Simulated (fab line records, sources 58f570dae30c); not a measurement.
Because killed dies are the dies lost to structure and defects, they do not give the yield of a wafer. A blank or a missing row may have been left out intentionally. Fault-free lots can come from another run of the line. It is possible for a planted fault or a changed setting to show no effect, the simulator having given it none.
Which tool was responsible? + flow berkeley_cmos170 + 7 lots, 21 wafers sampled, at 2 steps of a route of 331

## WHAT EACH GAUGE READ, for each wafer
UCB170_M3_RS_MEAS_02: uses a four-point probe to measure.
| lot  | measured     | on            | M3_AL_RS (ohm/sq)    |
|------|--------------|---------------|----------------------|
| L666 | day 7 18:39  | film_metro-03 | 0.0315 0.0317 0.0317 |
| L668 | day 8 12:20  | film_metro-03 | 0.0320 0.0319 0.0320 |
| L671 | day 9 00:31  | film_metro-03 | 0.0322 0.0320 0.0321 |
| L673 | day 9 14:57  | film_metro-01 | 0.0312 0.0312 0.0312 |
| L676 | day 10 08:28 | film_metro-04 | 0.0219 0.0221 0.0221 |
| L679 | day 10 16:19 | film_metro-01 | 0.0324 0.0321 0.0326 |
| L686 | day 12 15:34 | film_metro-03 | 0.0315 0.0315 0.0317 |

## TOOL THAT RAN EACH LOT (tool first, then ch and the chambers of the sampled wafers, then the start)
| lot  | UCB170_M3_SPUTTER_01         |
|------|------------------------------|
| L666 | pvd_sputter-02, day 7 18:34  |
| L668 | pvd_sputter-03, day 8 12:16  |
| L671 | pvd_sputter-03, day 9 00:26  |
| L673 | pvd_sputter-02, day 9 14:51  |
| L676 | pvd_sputter-03, day 10 08:23 |
| L679 | pvd_sputter-01, day 10 16:14 |
| L686 | pvd_sputter-02, day 12 15:29 |
- UCB170_M3_SPUTTER_01: material Al, target thk 900 nm, time 120 s.

## THE ANSWER, worked out from the rows above alone
Rule: what is usual is taken from the lots themselves. The widest of any qualifying gaps counts: lots, ordered by their means at a reading, are off when they make up no more than a third of the lots, leave a main group of 4 or more, and stand apart from it by 3 or more times the standard deviation of that group's means. The tables above print the reading to a certain number of digits; a main group whose means all agree to those digits is not used. Also off: a lot with no number at a reading for which 4 or more lots have one. The other lots that the step has rows for count as sound.
Off: L676, seen at UCB170_M3_RS_MEAS_02 (M3_AL_RS). Mean 0.0318 ohm/sq and standard deviation 0.00038 in the main group.
A tool fits if, at a process step before that reading, it ran every lot that is off, and no sound lot after the first of them. Gauges at UCB170_M3_RS_MEAS_02: tried the same way as those tools. Undecided on this evidence; 2 tools fit (pvd_sputter-03 at UCB170_M3_SPUTTER_01, film_metro-04 at UCB170_M3_RS_MEAS_02).

## WHAT THE SIMULATOR PUT IN
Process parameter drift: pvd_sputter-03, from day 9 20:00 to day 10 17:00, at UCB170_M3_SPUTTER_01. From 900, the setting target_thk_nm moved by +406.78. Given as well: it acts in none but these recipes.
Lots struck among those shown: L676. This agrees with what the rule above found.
